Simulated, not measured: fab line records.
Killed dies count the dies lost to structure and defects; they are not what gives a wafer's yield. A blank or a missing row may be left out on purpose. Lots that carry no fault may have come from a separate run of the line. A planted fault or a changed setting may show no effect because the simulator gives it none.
Chamber matching + flow berkeley_cmos170 + UCB170_NWELL_ETCH_13 on rie_diel-02: 4 sister chambers
The step etches Si3N4 in CH3F/Ar/O2, stops on SiO2, target depth 246.4 nm, time 154 s. 14 wafers are shown with their chamber, then 7 later ones without.

== WAFERS PAIRED WITH THEIR CHAMBERS ==
| wafer  | chamber | throttle_valve_pct (%) | drypump_motor_current_A (A) | oes_product_au (a.u.) |
|--------|---------|------------------------|-----------------------------|-----------------------|
| L076.2 | 2       | 8.30                   | 5.4                         | 0.961                 |
| L076.3 | 3       | 8.10                   | 5.8                         | 0.961                 |
| L076.6 | 1       | 7.96                   | 5.2                         | 0.938                 |
| L084.1 | 1       | 7.97                   | 5.2                         | 0.937                 |
| L084.2 | 0       | 8.15                   | 6.0                         | 0.974                 |
| L084.6 | 3       | 8.10                   | 5.8                         | 0.976                 |
| L085.1 | 2       | 8.30                   | 5.4                         | 0.931                 |
| L085.3 | 3       | 8.09                   | 5.8                         | 0.948                 |
| L085.6 | 3       | 8.10                   | 5.8                         | 0.959                 |
| L087.2 | 1       | 7.97                   | 5.2                         | 0.930                 |
| L087.4 | 0       | 8.16                   | 6.0                         | 0.954                 |
| L087.5 | 1       | 7.96                   | 5.2                         | 0.932                 |
| L088.1 | 0       | 8.15                   | 6.1                         | 0.958                 |
| L088.4 | 1       | 7.96                   | 5.1                         | 0.933                 |

SIGNATURES (averages over the wafers above)
| reading                 | chamber 0 | chamber 1 | chamber 2 | chamber 3 | scatter within a chamber |
|-------------------------|-----------|-----------|-----------|-----------|--------------------------|
| throttle_valve_pct      | 8.1533    | 7.9640    | 8.3000    | 8.0975    | 0.00512                  |
| drypump_motor_current_A | 6.033     | 5.180     | 5.400     | 5.800     | 0.0383                   |
| oes_product_au          | 0.96200   | 0.93400   | 0.94600   | 0.96100   | 0.0106                   |
Rule: distance of a wafer from a chamber = root of the sum over the readings of ((wafer's reading minus chamber's mean) / reading's scatter) squared. The wafer belongs to the nearest chamber; if the next one is less than 2 further off, it can't be placed. How the scatter is found: for the shown wafers, subtract from each reading the mean of its chamber, square and add these, divide the total by (wafers less chambers), then take the root.

== WAFERS MISSING THEIR CHAMBER ==
| wafer  | throttle_valve_pct (%) | drypump_motor_current_A (A) | oes_product_au (a.u.) |
|--------|------------------------|-----------------------------|-----------------------|
| L088.5 | 7.95                   | 5.1                         | 0.931                 |
| L093.2 | 8.16                   | 6.0                         | 0.958                 |
| L093.3 | 7.96                   | 5.2                         | 0.925                 |
| L093.4 | 8.30                   | 5.4                         | 0.935                 |
| L096.1 | 8.29                   | 5.4                         | 0.949                 |
| L096.2 | 8.17                   | 6.0                         | 0.963                 |
| L096.4 | 7.94                   | 5.2                         | 0.939                 |

== WHICH CHAMBER EACH WENT THROUGH ==
| wafer  | from the rows above | in truth |
|--------|---------------------|----------|
| L088.5 | 1                   | 1        |
| L093.2 | 0                   | 0        |
| L093.3 | 1                   | 1        |
| L093.4 | 2                   | 2        |
| L096.1 | 2                   | 2        |
| L096.2 | 0                   | 0        |
| L096.4 | 1                   | 1        |
Correct placement for 7 of the 7. Not placeable from these rows: 0. Wrongly placed: 0.
